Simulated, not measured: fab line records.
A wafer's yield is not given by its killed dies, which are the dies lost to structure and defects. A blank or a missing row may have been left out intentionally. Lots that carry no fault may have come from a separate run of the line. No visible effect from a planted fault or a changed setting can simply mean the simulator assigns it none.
Which tool did it? || flow rit cmos || Sampling: 14 lots, 42 wafers, 4 of 202 route steps

== WHAT THE GAUGES READ, wafer by wafer ==
RIT_PLDD_OVL_MEAS_06. Usual: PLDD_OVL typically reads -0.3 nm, with standard deviation 1.2.
{"lot": "L477", "measured": "day 3 04:08", "on": "overlay-01", "PLDD_OVL (nm)": "0.6 0.4 -1.3", "flag": ""}
{"lot": "L479", "measured": "day 3 12:19", "on": "overlay-02", "PLDD_OVL (nm)": "0.8 0.2 -0.1", "flag": ""}
{"lot": "L480", "measured": "day 3 19:25", "on": "overlay-01", "PLDD_OVL (nm)": "-0.7 -2.1 0.1", "flag": ""}
{"lot": "L482", "measured": "day 4 03:18", "on": "overlay-01", "PLDD_OVL (nm)": "-1.3 -0.7 -1.7", "flag": ""}
{"lot": "L484", "measured": "day 4 10:58", "on": "overlay-01", "PLDD_OVL (nm)": "-0.6 0.0 0.0", "flag": ""}
{"lot": "L483", "measured": "day 4 11:15", "on": "overlay-01", "PLDD_OVL (nm)": "-1.4 -0.8 -1.1", "flag": ""}
{"lot": "L485", "measured": "day 4 14:51", "on": "overlay-01", "PLDD_OVL (nm)": "-0.7 -0.5 -1.6", "flag": ""}
{"lot": "L489", "measured": "day 5 15:50", "on": "overlay-01", "PLDD_OVL (nm)": "-0.5 0.0 1.0", "flag": ""}
{"lot": "L491", "measured": "day 5 22:55", "on": "overlay-01", "PLDD_OVL (nm)": "-1.8 -1.0 -0.5", "flag": ""}
{"lot": "L494", "measured": "day 6 15:56", "on": "overlay-01", "PLDD_OVL (nm)": "-0.9 -0.4 -0.4", "flag": ""}
{"lot": "L495", "measured": "day 6 23:45", "on": "overlay-01", "PLDD_OVL (nm)": "-0.3 -2.5 -0.8", "flag": ""}
{"lot": "L497", "measured": "day 7 04:41", "on": "overlay-02", "PLDD_OVL (nm)": "1.0 -0.4 -1.8", "flag": ""}
{"lot": "L498", "measured": "day 7 09:25", "on": "overlay-01", "PLDD_OVL (nm)": "-0.3 0.3 -1.0", "flag": ""}
{"lot": "L500", "measured": "day 7 20:08", "on": "overlay-02", "PLDD_OVL (nm)": "0.4 2.8 0.5", "flag": ""}

RIT_M1_THK_MEAS_02: measures by xrf. Usual: M1_AL_THK typically reads 386 nm, with standard deviation 4.5.
{"lot": "L477", "measured": "day 3 14:20", "on": "film metro-01", "M1_AL_THK (nm)": "384 385 384", "flag": ""}
{"lot": "L479", "measured": "day 3 22:34", "on": "film metro-02", "M1_AL_THK (nm)": "386 389 386", "flag": ""}
{"lot": "L480", "measured": "day 4 06:31", "on": "film metro-03", "M1_AL_THK (nm)": "383 378 378", "flag": ""}
{"lot": "L482", "measured": "day 4 13:50", "on": "film metro-01", "M1_AL_THK (nm)": "391 381 381", "flag": ""}
{"lot": "L484", "measured": "day 4 21:30", "on": "film metro-03", "M1_AL_THK (nm)": "385 381 388", "flag": ""}
{"lot": "L483", "measured": "day 4 23:14", "on": "film metro-01", "M1_AL_THK (nm)": "386 389 386", "flag": ""}
{"lot": "L485", "measured": "day 5 02:28", "on": "film metro-01", "M1_AL_THK (nm)": "384 383 381", "flag": ""}
{"lot": "L489", "measured": "day 6 03:06", "on": "film metro-01", "M1_AL_THK (nm)": "390 383 389", "flag": ""}
{"lot": "L491", "measured": "day 6 09:38", "on": "film metro-01", "M1_AL_THK (nm)": "385 379 382", "flag": ""}
{"lot": "L494", "measured": "day 7 02:09", "on": "film metro-02", "M1_AL_THK (nm)": "379 384 379", "flag": ""}
{"lot": "L495", "measured": "day 7 10:04", "on": "film metro-02", "M1_AL_THK (nm)": "385 384 386", "flag": ""}
{"lot": "L497", "measured": "day 7 16:24", "on": "film metro-03", "M1_AL_THK (nm)": "381 384 384", "flag": ""}
{"lot": "L498", "measured": "day 7 19:59", "on": "film metro-03", "M1_AL_THK (nm)": "381 382 384", "flag": ""}
{"lot": "L500", "measured": "day 8 06:35", "on": "film metro-02", "M1_AL_THK (nm)": "385 388 387", "flag": ""}

RIT_M1_BOW_MEAS_16. Usual: M1_BOW typically reads 18 um, with standard deviation 7.4.
{"lot": "L477", "measured": "day 3 18:04", "on": "film metro-02", "M1_BOW (um)": "11 11 22", "flag": ""}
{"lot": "L479", "measured": "day 4 02:13", "on": "film metro-01", "M1_BOW (um)": "36 33 34", "flag": ""}
{"lot": "L480", "measured": "day 4 10:14", "on": "film metro-02", "M1_BOW (um)": "15 7 15", "flag": ""}
{"lot": "L482", "measured": "day 4 17:20", "on": "film metro-03", "M1_BOW (um)": "18 20 17", "flag": ""}
{"lot": "L484", "measured": "day 5 01:07", "on": "film metro-01", "M1_BOW (um)": "7 -5 27", "flag": ""}
{"lot": "L483", "measured": "day 5 02:51", "on": "film metro-03", "M1_BOW (um)": "7 14 16", "flag": ""}
{"lot": "L485", "measured": "day 5 06:04", "on": "film metro-02", "M1_BOW (um)": "22 16 30", "flag": ""}
{"lot": "L489", "measured": "day 6 06:59", "on": "film metro-02", "M1_BOW (um)": "20 16 11", "flag": ""}
{"lot": "L491", "measured": "day 6 13:08", "on": "film metro-02", "M1_BOW (um)": "14 15 12", "flag": ""}
{"lot": "L494", "measured": "day 7 05:56", "on": "film metro-02", "M1_BOW (um)": "9 21 20", "flag": ""}
{"lot": "L495", "measured": "day 7 13:34", "on": "film metro-01", "M1_BOW (um)": "26 15 20", "flag": ""}
{"lot": "L497", "measured": "day 7 20:08", "on": "film metro-01", "M1_BOW (um)": "12 24 23", "flag": ""}
{"lot": "L498", "measured": "day 7 23:46", "on": "film metro-02", "M1_BOW (um)": "14 24 18", "flag": ""}
{"lot": "L500", "measured": "day 8 10:12", "on": "film metro-01", "M1_BOW (um)": "11 20 12", "flag": ""}

== WHICH TOOL RAN EACH LOT (tool, then ch and the chambers of the sampled wafers, then the start) ==
{"lot": "L477", "RIT_SPACER_CLEAN_00": "wet bench-03 ch 2, day 3 04:42"}
{"lot": "L479", "RIT_SPACER_CLEAN_00": "wet bench-03 ch 1, day 3 13:01"}
{"lot": "L480", "RIT_SPACER_CLEAN_00": "wet bench-04 ch 2, day 3 20:03"}
{"lot": "L482", "RIT_SPACER_CLEAN_00": "wet bench-04 ch 1, day 4 03:52"}
{"lot": "L484", "RIT_SPACER_CLEAN_00": "wet bench-04 ch 0, day 4 11:42"}
{"lot": "L483", "RIT_SPACER_CLEAN_00": "wet bench-03 ch 3, day 4 11:49"}
{"lot": "L485", "RIT_SPACER_CLEAN_00": "wet bench-03 ch 2, day 4 15:25"}
{"lot": "L489", "RIT_SPACER_CLEAN_00": "wet bench-04 ch 1, day 5 16:38"}
{"lot": "L491", "RIT_SPACER_CLEAN_00": "wet bench-04 ch 1, day 5 23:29"}
{"lot": "L494", "RIT_SPACER_CLEAN_00": "wet bench-01 ch 3, day 6 16:31"}
{"lot": "L495", "RIT_SPACER_CLEAN_00": "wet bench-01 ch 1, day 7 00:25"}
{"lot": "L497", "RIT_SPACER_CLEAN_00": "wet bench-03 ch 3, day 7 05:16"}
{"lot": "L498", "RIT_SPACER_CLEAN_00": "wet bench-01 ch 3, day 7 09:59"}
{"lot": "L500", "RIT_SPACER_CLEAN_00": "wet bench-03 ch 0, day 7 20:41"}
- RIT_SPACER_CLEAN_00: cleans in SC1, time 600 s.

== AS READ BY THE TOOLS THEMSELVES (means over the sampled wafers that have a number; for cases with no such wafer, the mark the record gives instead) ==
RIT_SPACER_CLEAN_00. Usual: run length s reads 628 s (standard deviation 3.5).
{"lot": "L477", "tool": "wet bench-03", "run length s (s)": 624, "flag": ""}
{"lot": "L479", "tool": "wet bench-03", "run length s (s)": 625, "flag": ""}
{"lot": "L480", "tool": "wet bench-04", "run length s (s)": 627, "flag": ""}
{"lot": "L482", "tool": "wet bench-04", "run length s (s)": 624, "flag": ""}
{"lot": "L484", "tool": "wet bench-04", "run length s (s)": 625, "flag": ""}
{"lot": "L483", "tool": "wet bench-03", "run length s (s)": 626, "flag": ""}
{"lot": "L485", "tool": "wet bench-03", "run length s (s)": 631, "flag": ""}
{"lot": "L489", "tool": "wet bench-04", "run length s (s)": 919, "flag": "OFF"}
{"lot": "L491", "tool": "wet bench-04", "run length s (s)": 919, "flag": "OFF"}
{"lot": "L494", "tool": "wet bench-01", "run length s (s)": 634, "flag": ""}
{"lot": "L495", "tool": "wet bench-01", "run length s (s)": 634, "flag": ""}
{"lot": "L497", "tool": "wet bench-03", "run length s (s)": 625, "flag": ""}
{"lot": "L498", "tool": "wet bench-01", "run length s (s)": 628, "flag": ""}
{"lot": "L500", "tool": "wet bench-03", "run length s (s)": 627, "flag": ""}

== THE ANSWER, worked out from the rows above alone ==
Rule: lot off if the mean of its wafers having a number is beyond 3 standard deviations from the usual mean. A lot without any number at a reading at which 4 lots or more have one is off too. Where the step has rows for the other lots, those lots are counted as sound. Order of review: gauges by route order, followed by the tools' own readings, for which a lot's mean as printed above is used. At the first step where some lot is off, the reading lying furthest off is the one used; lots without a number count as furthest.
Off: L489, L491, at RIT_SPACER_CLEAN_00 (run length s).
If a tool, at that step or one of the process steps before it, ran each lot that is off and ran no sound lot following the first of them, it fits. One fits: wet bench-04 at RIT_SPACER_CLEAN_00. A fault onset in the window from L484 (day 4 11:42, its last sound lot) to L489 (day 5 16:38, its first lot off) fits.
On the lots that are off, the tool's own readings at RIT_SPACER_CLEAN_00 differ by more than 5 times the standard deviation of the sound lots' means, which bears it out; run length s reads 919 s there versus 628 s on the sound lots.

== WHAT THE SIMULATOR PUT IN ==
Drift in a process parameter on wet bench-04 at RIT_SPACER_CLEAN_00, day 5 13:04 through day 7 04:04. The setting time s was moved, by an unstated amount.
Lots struck among those shown: L489, L491. The rule given above showed the same thing.
